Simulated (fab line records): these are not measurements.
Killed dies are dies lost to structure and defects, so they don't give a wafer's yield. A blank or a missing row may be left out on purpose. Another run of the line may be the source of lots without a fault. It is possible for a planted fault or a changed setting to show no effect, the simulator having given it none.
Which tool is to blame? / flow rit cmos / Sampling: 15 lots, 45 wafers, 5 of 202 route steps

## WHAT THE GAUGES SHOWED, per wafer
RIT_SDANNEAL_RS_MEAS_04: the measuring method here is four-point-probe.
lot=L329; measured=day 3 02:07; on=film metro-03; PSD_RS (ohm/sq)=115.4 115.8 115.9
lot=L330; measured=day 3 05:28; on=film metro-01; PSD_RS (ohm/sq)=115.4 115.3 115.5
lot=L331; measured=day 3 12:40; on=film metro-03; PSD_RS (ohm/sq)=115.3 115.0 115.0
lot=L332; measured=day 3 15:59; on=film metro-01; PSD_RS (ohm/sq)=115.1 115.7 115.2
lot=L333; measured=day 3 21:36; on=film metro-02; PSD_RS (ohm/sq)=115.8 116.2 115.8
lot=L334; measured=day 4 02:10; on=film metro-01; PSD_RS (ohm/sq)=116.2 116.1 115.8
lot=L336; measured=day 4 15:05; on=film metro-03; PSD_RS (ohm/sq)=115.5 115.2 115.6
lot=L338; measured=day 5 00:40; on=film metro-01; PSD_RS (ohm/sq)=116.1 115.5 115.5
lot=L341; measured=day 5 22:25; on=film metro-03; PSD_RS (ohm/sq)=115.8 115.7 115.2
lot=L342; measured=day 6 08:01; on=film metro-03; PSD_RS (ohm/sq)=115.7 115.4 115.5
lot=L344; measured=day 6 13:35; on=film metro-01; PSD_RS (ohm/sq)=97.6 97.6 97.5
lot=L345; measured=day 6 20:50; on=film metro-01; PSD_RS (ohm/sq)=115.7 115.6 115.7
lot=L346; measured=day 6 21:20; on=film metro-02; PSD_RS (ohm/sq)=97.9 97.7 97.9
lot=L348; measured=day 7 09:39; on=film metro-02; PSD_RS (ohm/sq)=97.4 97.6 97.3
lot=L351; measured=day 7 20:26; on=film metro-01; PSD_RS (ohm/sq)=116.5 115.8 116.1

RIT_SDANNEAL_RS_MEAS_05: the measuring method here is four-point-probe.
lot=L329; measured=day 3 02:14; on=film metro-03; NSD_RS (ohm/sq)=84.14 84.12 84.05
lot=L330; measured=day 3 05:35; on=film metro-01; NSD_RS (ohm/sq)=84.81 84.73 84.50
lot=L331; measured=day 3 12:47; on=film metro-03; NSD_RS (ohm/sq)=84.46 84.18 84.09
lot=L332; measured=day 3 16:06; on=film metro-01; NSD_RS (ohm/sq)=84.21 84.17 84.14
lot=L333; measured=day 3 21:43; on=film metro-02; NSD_RS (ohm/sq)=84.06 84.10 84.31
lot=L334; measured=day 4 02:17; on=film metro-01; NSD_RS (ohm/sq)=84.57 84.31 84.45
lot=L336; measured=day 4 15:13; on=film metro-03; NSD_RS (ohm/sq)=84.42 84.56 84.79
lot=L338; measured=day 5 00:47; on=film metro-01; NSD_RS (ohm/sq)=84.09 83.99 84.06
lot=L341; measured=day 5 22:32; on=film metro-03; NSD_RS (ohm/sq)=84.14 83.97 83.87
lot=L342; measured=day 6 08:08; on=film metro-03; NSD_RS (ohm/sq)=84.62 84.90 84.95
lot=L344; measured=day 6 13:42; on=film metro-01; NSD_RS (ohm/sq)=81.30 81.25 81.51
lot=L345; measured=day 6 20:57; on=film metro-01; NSD_RS (ohm/sq)=84.40 84.64 84.52
lot=L346; measured=day 6 21:28; on=film metro-02; NSD_RS (ohm/sq)=81.34 81.11 81.58
lot=L348; measured=day 7 09:46; on=film metro-02; NSD_RS (ohm/sq)=80.96 81.11 80.91
lot=L351; measured=day 7 20:34; on=film metro-01; NSD_RS (ohm/sq)=84.34 84.07 84.31

RIT_SDANNEAL_RS_MEAS_06: the measuring method here is four-point-probe.
lot=L329; measured=day 3 02:22; on=film metro-03; PLDD_RS (ohm/sq)=178.0 177.9 177.9
lot=L330; measured=day 3 05:42; on=film metro-01; PLDD_RS (ohm/sq)=178.4 178.1 178.8
lot=L331; measured=day 3 12:54; on=film metro-03; PLDD_RS (ohm/sq)=178.0 177.9 178.7
lot=L332; measured=day 3 16:13; on=film metro-01; PLDD_RS (ohm/sq)=178.3 178.4 178.7
lot=L333; measured=day 3 21:50; on=film metro-02; PLDD_RS (ohm/sq)=179.3 179.6 179.2
lot=L334; measured=day 4 02:24; on=film metro-01; PLDD_RS (ohm/sq)=178.9 178.4 178.4
lot=L336; measured=day 4 15:20; on=film metro-03; PLDD_RS (ohm/sq)=177.6 178.1 177.5
lot=L338; measured=day 5 00:54; on=film metro-01; PLDD_RS (ohm/sq)=178.1 178.7 178.0
lot=L341; measured=day 5 22:40; on=film metro-03; PLDD_RS (ohm/sq)=177.7 178.1 177.8
lot=L342; measured=day 6 08:15; on=film metro-03; PLDD_RS (ohm/sq)=178.2 178.3 178.0
lot=L344; measured=day 6 13:49; on=film metro-01; PLDD_RS (ohm/sq)=161.4 161.5 161.3
lot=L345; measured=day 6 21:04; on=film metro-01; PLDD_RS (ohm/sq)=178.9 178.5 178.8
lot=L346; measured=day 6 21:35; on=film metro-02; PLDD_RS (ohm/sq)=161.9 161.6 161.8
lot=L348; measured=day 7 09:53; on=film metro-02; PLDD_RS (ohm/sq)=161.3 161.7 161.4
lot=L351; measured=day 7 20:41; on=film metro-01; PLDD_RS (ohm/sq)=178.0 178.3 177.8

RIT_SDANNEAL_RS_MEAS_07: the measuring method here is four-point-probe.
lot=L329; measured=day 3 02:29; on=film metro-03; NLDD_RS (ohm/sq)=151.3 150.9 151.1
lot=L330; measured=day 3 05:49; on=film metro-01; NLDD_RS (ohm/sq)=150.8 150.2 150.2
lot=L331; measured=day 3 13:01; on=film metro-03; NLDD_RS (ohm/sq)=151.2 151.3 151.8
lot=L332; measured=day 3 16:20; on=film metro-01; NLDD_RS (ohm/sq)=152.0 151.9 152.2
lot=L333; measured=day 3 21:58; on=film metro-02; NLDD_RS (ohm/sq)=151.3 151.5 150.9
lot=L334; measured=day 4 02:31; on=film metro-01; NLDD_RS (ohm/sq)=151.9 151.1 151.7
lot=L336; measured=day 4 15:27; on=film metro-03; NLDD_RS (ohm/sq)=150.7 150.7 151.4
lot=L338; measured=day 5 01:01; on=film metro-01; NLDD_RS (ohm/sq)=151.3 151.1 151.2
lot=L341; measured=day 5 22:47; on=film metro-03; NLDD_RS (ohm/sq)=151.1 151.6 150.9
lot=L342; measured=day 6 08:22; on=film metro-03; NLDD_RS (ohm/sq)=151.9 151.4 151.8
lot=L344; measured=day 6 13:56; on=film metro-01; NLDD_RS (ohm/sq)=148.8 149.5 149.2
lot=L345; measured=day 6 21:11; on=film metro-01; NLDD_RS (ohm/sq)=151.9 151.5 151.5
lot=L346; measured=day 6 21:42; on=film metro-02; NLDD_RS (ohm/sq)=147.8 148.5 148.1
lot=L348; measured=day 7 10:01; on=film metro-02; NLDD_RS (ohm/sq)=148.6 148.1 148.0
lot=L351; measured=day 7 20:48; on=film metro-01; NLDD_RS (ohm/sq)=152.0 151.8 151.7

## WHICH TOOL RAN EACH LOT (tool, then ch and the chambers of the sampled wafers, then the start)
lot=L329; RIT_SDANNEAL_RTA_03=rtp anneal-01 ch 0, day 3 02:02
lot=L330; RIT_SDANNEAL_RTA_03=rtp anneal-02 ch 0, day 3 05:23
lot=L331; RIT_SDANNEAL_RTA_03=rtp anneal-01 ch 0, day 3 12:36
lot=L332; RIT_SDANNEAL_RTA_03=rtp anneal-02 ch 0, day 3 15:56
lot=L333; RIT_SDANNEAL_RTA_03=rtp anneal-01 ch 0, day 3 21:32
lot=L334; RIT_SDANNEAL_RTA_03=rtp anneal-02 ch 0, day 4 02:06
lot=L336; RIT_SDANNEAL_RTA_03=rtp anneal-02 ch 0, day 4 15:02
lot=L338; RIT_SDANNEAL_RTA_03=rtp anneal-02 ch 0, day 5 00:35
lot=L341; RIT_SDANNEAL_RTA_03=rtp anneal-01 ch 0, day 5 22:18
lot=L342; RIT_SDANNEAL_RTA_03=rtp anneal-02 ch 0, day 6 07:56
lot=L344; RIT_SDANNEAL_RTA_03=rtp anneal-02 ch 0, day 6 13:32
lot=L345; RIT_SDANNEAL_RTA_03=rtp anneal-01 ch 0, day 6 20:46
lot=L346; RIT_SDANNEAL_RTA_03=rtp anneal-02 ch 0, day 6 21:16
lot=L348; RIT_SDANNEAL_RTA_03=rtp anneal-02 ch 0, day 7 09:34
lot=L351; RIT_SDANNEAL_RTA_03=rtp anneal-01 ch 0, day 7 20:22
- RIT_SDANNEAL_RTA_03: time 5 s.

## AS READ BY THE TOOLS THEMSELVES (means over the sampled wafers that have a number; for cases with no such wafer, the mark the record gives instead)
RIT_SDANNEAL_RTA_03.
lot=L329; tool=rtp anneal-01; wafer_temp_C_max=1052.7
lot=L330; tool=rtp anneal-02; wafer_temp_C_max=1053.6
lot=L331; tool=rtp anneal-01; wafer_temp_C_max=1053.6
lot=L332; tool=rtp anneal-02; wafer_temp_C_max=1053.7
lot=L333; tool=rtp anneal-01; wafer_temp_C_max=1053.5
lot=L334; tool=rtp anneal-02; wafer_temp_C_max=1052.7
lot=L336; tool=rtp anneal-02; wafer_temp_C_max=1053.4
lot=L338; tool=rtp anneal-02; wafer_temp_C_max=1053.7
lot=L341; tool=rtp anneal-01; wafer_temp_C_max=1052.9
lot=L342; tool=rtp anneal-02; wafer_temp_C_max=1053.6
lot=L344; tool=rtp anneal-02; wafer_temp_C_max=1053.4
lot=L345; tool=rtp anneal-01; wafer_temp_C_max=1052.5
lot=L346; tool=rtp anneal-02; wafer_temp_C_max=1053.5
lot=L348; tool=rtp anneal-02; wafer_temp_C_max=1052.4
lot=L351; tool=rtp anneal-01; wafer_temp_C_max=1053.5

## THE ANSWER, worked out from the rows above alone
Rule: the usual values come from the lots themselves. Put in order of their means at a reading, lots are off if they are a third of the lots or fewer, leave a main group of 4 or more, and stand apart from it by a gap of 3 or more times the standard deviation of the main group's means; of several such gaps the widest counts. Not used: any main group whose means are identical at the precision the tables above print for the reading. A lot without any number at a reading at which 4 lots or more have one is off too. Where the step has rows for the other lots, those lots are counted as sound. The gauges are gone through in route order, then the tools' own readings, and for those a lot's mean is taken as printed above. The first step at which some lot is off is used, and at that step the reading that is off furthest; a lot without a number counts as furthest.
Off: at RIT_SDANNEAL_RS_MEAS_04 (PSD_RS), L344, L346, L348. The main group has a mean of 115.6 ohm/sq with a standard deviation of 0.29.
A tool fits if, at a process step before that reading, it ran every lot that is off, and no sound lot after the first of them. Those tools and the gauges at RIT_SDANNEAL_RS_MEAS_04 are tried in the same way. One candidate fits, namely rtp anneal-02 at RIT_SDANNEAL_RTA_03. Its last sound lot is L342 (day 6 07:56), its first lot that is off L344 (day 6 13:32): a fault that began between those two fits.

## WHAT THE SIMULATOR PUT IN
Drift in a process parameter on rtp anneal-02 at RIT_SDANNEAL_RTA_03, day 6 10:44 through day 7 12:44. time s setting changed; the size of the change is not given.
Lots struck among those shown: L344, L346, L348. Same finding as the rule above.
